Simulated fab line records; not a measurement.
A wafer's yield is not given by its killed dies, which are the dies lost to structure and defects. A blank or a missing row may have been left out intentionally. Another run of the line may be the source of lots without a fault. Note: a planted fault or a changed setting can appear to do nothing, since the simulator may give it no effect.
Which tool was responsible?    flow berkeleyCmos170    15 lots, 45 wafers sampled, at 5 steps of a route of 331

== WHAT EACH GAUGE READ, for each wafer ==
UCB170_START_BOW_MEAS_00.
lot   measured     on            INCOMING_BOW (um)
L515  day 1 15:01  filmMetro-04  -1 -3 0
L516  day 1 20:00  filmMetro-04  2 5 -9
L523  day 3 07:00  filmMetro-04  0 -6 -11
L524  day 3 12:02  filmMetro-01  5 -6 -2
L525  day 3 17:00  filmMetro-01  4 7 -8
L526  day 3 22:00  filmMetro-04  -3 2 -8
L527  day 4 03:00  filmMetro-01  2 0 -6
L529  day 4 13:00  filmMetro-04  2 1 -10
L530  day 4 18:01  filmMetro-01  13 -7 0
L531  day 4 23:01  filmMetro-01  1 6 -3
L532  day 5 04:00  filmMetro-04  9 -2 8
L534  day 5 14:00  filmMetro-01  2 2 3
L535  day 5 19:01  filmMetro-03  -6 -8 7
L536  day 6 00:00  filmMetro-04  2 -9 2
L537  day 6 05:00  filmMetro-03  -19 -8 -6

UCB170_WELLDRIVE_THK_MEAS_02.
lot   measured     on            WELLDRIVE_OXIDE_THK (nm)
L515  day 4 02:01  filmMetro-02  203 202 203
L516  day 4 02:00  filmMetro-03  199 200 198
L523  day 5 13:26  filmMetro-01  215 217 217
L524  day 5 13:27  filmMetro-02  214 208 208
L525  day 5 19:31  filmMetro-01  211 212 212
L526  day 6 04:11  filmMetro-03  198 199 197
L527  day 6 04:11  filmMetro-02  196 201 197
L529  day 6 14:05  filmMetro-03  196 198 196
L530  day 7 01:40  filmMetro-01  200 200 199
L531  day 7 01:40  filmMetro-02  199 199 201
L532  day 7 09:44  filmMetro-02  205 206 208
L534  day 7 17:25  filmMetro-01  202 203 204
L535  day 7 23:25  filmMetro-02  200 200 199
L536  day 7 23:25  filmMetro-01  198 199 199
L537  day 8 13:56  filmMetro-02  203 204 203

UCB170_ACTIVE_CD_MEAS_90: target cd 1200 nm.
lot   measured     on        cdNm (nm)
L515  day 4 16:40  cdSem-02  1199.2 1199.4 1198.4
L516  day 4 16:53  cdSem-02  1198.5 1199.6 1198.4
L523  day 6 03:55  cdSem-02  1199.9 1198.8 1199.4
L524  day 6 03:43  cdSem-01  1200.2 1200.5 1200.7
L525  day 6 12:01  cdSem-02  1200.3 1200.2 1201.0
L526  day 6 21:23  cdSem-01  1199.8 1200.7 1199.9
L527  day 6 21:30  cdSem-01  1200.2 1200.3 1200.0
L529  day 7 05:49  cdSem-02  1200.4 1200.1 1200.1
L530  day 7 14:47  cdSem-02  1201.6 1201.5 1202.5
L531  day 7 15:02  cdSem-01  1200.7 1200.4 1199.6
L532  day 8 00:37  cdSem-01  1198.1 1199.5 1197.7
L534  day 8 09:50  cdSem-01  1203.1 1201.8 1202.7
L535  day 8 16:19  cdSem-02  1201.1 1200.0 1200.8
L536  day 8 16:33  cdSem-02  1201.9 1201.8 1200.8
L537  day 9 08:11  cdSem-02  1199.8 1199.7 1199.4

== WHICH TOOL RAN EACH LOT (tool, then ch and the chambers of the sampled wafers, then the start) ==
lot   UCB170_ZERO_STRIP_07                UCB170_WELLDRIVE_OXIDATION_01
L515  plasmaAsher-02 ch 0,1, day 2 02:35  furnace-04 ch 0, day 3 22:30
L516  plasmaAsher-03 ch 0,1, day 2 09:20  furnace-04 ch 0, day 3 22:30
L523  plasmaAsher-03 ch 0,1, day 3 14:44  furnace-02 ch 0, day 5 09:56
L524  plasmaAsher-02 ch 0,1, day 3 19:10  furnace-02 ch 0, day 5 09:56
L525  plasmaAsher-03 ch 1, day 4 03:23    furnace-02 ch 0, day 5 16:01
L526  plasmaAsher-03 ch 0,1, day 4 08:35  furnace-04 ch 0, day 6 00:41
L527  plasmaAsher-02 ch 0,1, day 4 11:22  furnace-04 ch 0, day 6 00:41
L529  plasmaAsher-02 ch 0,1, day 5 00:39  furnace-01 ch 0, day 6 10:35
L530  plasmaAsher-01 ch 1, day 5 05:46    furnace-04 ch 0, day 6 22:10
L531  plasmaAsher-01 ch 0,1, day 5 09:20  furnace-04 ch 0, day 6 22:10
L532  plasmaAsher-03 ch 0,1, day 5 15:32  furnace-04 ch 0, day 7 06:14
L534  plasmaAsher-02 ch 0,1, day 5 23:12  furnace-04 ch 0, day 7 13:55
L535  plasmaAsher-02 ch 0,1, day 6 01:59  furnace-04 ch 0, day 7 19:55
L536  plasmaAsher-01 ch 0,1, day 6 11:19  furnace-04 ch 0, day 7 19:55
L537  plasmaAsher-01 ch 0,1, day 6 16:17  furnace-04 ch 0, day 8 10:26
- UCB170_ZERO_STRIP_07: strips in O2.
- UCB170_WELLDRIVE_OXIDATION_01: target thk 199 nm, ox time 9000 s.

== WHAT THE TOOLS THEMSELVES READ (means of the sampled wafers that have a number; where no wafer has one, the mark that the record gives instead) ==
UCB170_ZERO_STRIP_07.
lot   tool            drypumpMotorCurrentA (A)  oesProductAu (a.u.)  stripTimeToEndpointS (s)
L515  plasmaAsher-02  5.4                       0.728                21.54
L516  plasmaAsher-03  5.4                       0.725                21.30
L523  plasmaAsher-03  5.2                       0.732                21.53
L524  plasmaAsher-02  5.8                       0.724                21.48
L525  plasmaAsher-03  4.9                       0.729                21.48
L526  plasmaAsher-03  5.1                       0.724                21.59
L527  plasmaAsher-02  5.4                       0.726                21.54
L529  plasmaAsher-02  5.8                       0.728                21.48
L530  plasmaAsher-01  5.4                       0.727                21.59
L531  plasmaAsher-01  5.3                       0.727                21.50
L532  plasmaAsher-03  5.4                       0.726                21.60
L534  plasmaAsher-02  5.4                       0.722                21.41
L535  plasmaAsher-02  5.4                       0.728                21.46
L536  plasmaAsher-01  5.3                       0.722                21.41
L537  plasmaAsher-01  5.3                       0.723                21.49

UCB170_WELLDRIVE_OXIDATION_01.
lot   tool        spikeTcCentreC (C)  tube_center_temp_C_max  zonePowerCentrePct (%)  zonePowerLoadPct (%)
L515  furnace-04  1103.5              1102.7                  46                      40.5
L516  furnace-04  1102.3              1103.8                  45                      40.5
L523  furnace-02  1130.1              1102.9                  74                      37.2
L524  furnace-02  1130.2              1102.9                  73                      37.4
L525  furnace-02  1129.7              1103.2                  73                      36.8
L526  furnace-04  1102.3              1103.0                  46                      40.7
L527  furnace-04  1102.1              1102.8                  45                      40.5
L529  furnace-01  1100.8              1102.5                  56                      40.2
L530  furnace-04  1103.3              1102.7                  45                      40.1
L531  furnace-04  1102.0              1102.8                  46                      40.6
L532  furnace-04  1101.9              1103.3                  45                      40.5
L534  furnace-04  1102.3              1102.7                  45                      40.6
L535  furnace-04  1102.9              1102.7                  45                      40.2
L536  furnace-04  1102.3              1103.0                  46                      40.6
L537  furnace-04  1102.8              1102.7                  45                      40.5

== THE ANSWER, worked out from the rows above alone ==
Rule: what is usual is taken from the lots themselves. The widest of any qualifying gaps counts: lots, ordered by their means at a reading, are off when they make up no more than a third of the lots, leave a main group of 4 or more, and stand apart from it by 3 or more times the standard deviation of that group's means. If all means in a main group match to the digits the tables above print for the reading, that group is not used. Also off: a lot with no number at a reading for which 4 or more lots have one. Any other lot the step has rows for is counted as sound. The gauges are gone through in route order, then the tools' own readings, and for those a lot's mean is taken as printed above. At the first step where some lot is off, the reading lying furthest off is the one used; lots without a number count as furthest.
Off: L523, L524, L525 (UCB170_WELLDRIVE_OXIDATION_01, spikeTcCentreC). Main group: mean 1102.4 C, sd 0.68.
If a tool, at that step or one of the process steps before it, ran each lot that is off and ran no sound lot following the first of them, it fits. One fits: UCB170_WELLDRIVE_OXIDATION_01 on furnace-02. It ran no sound lot before its first lot that is off in this sample, so the start can't be narrowed down.
The tool's own readings at UCB170_WELLDRIVE_OXIDATION_01 bear it out: on the lots that are off they differ by more than 5 times the standard deviation of the sound lots' means. spikeTcCentreC reads 1130.0 C there against 1102.4 C on the sound lots; zonePowerCentrePct reads 73 % there against 46 % on the sound lots; zonePowerLoadPct reads 37.1 % there against 40.5 % on the sound lots.

== WHAT THE SIMULATOR HAD INSERTED ==
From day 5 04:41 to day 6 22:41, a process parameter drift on furnace-02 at UCB170_WELLDRIVE_OXIDATION_01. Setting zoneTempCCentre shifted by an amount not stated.
Struck lots among those shown: L523, L524, L525. The rule given above showed the same thing.
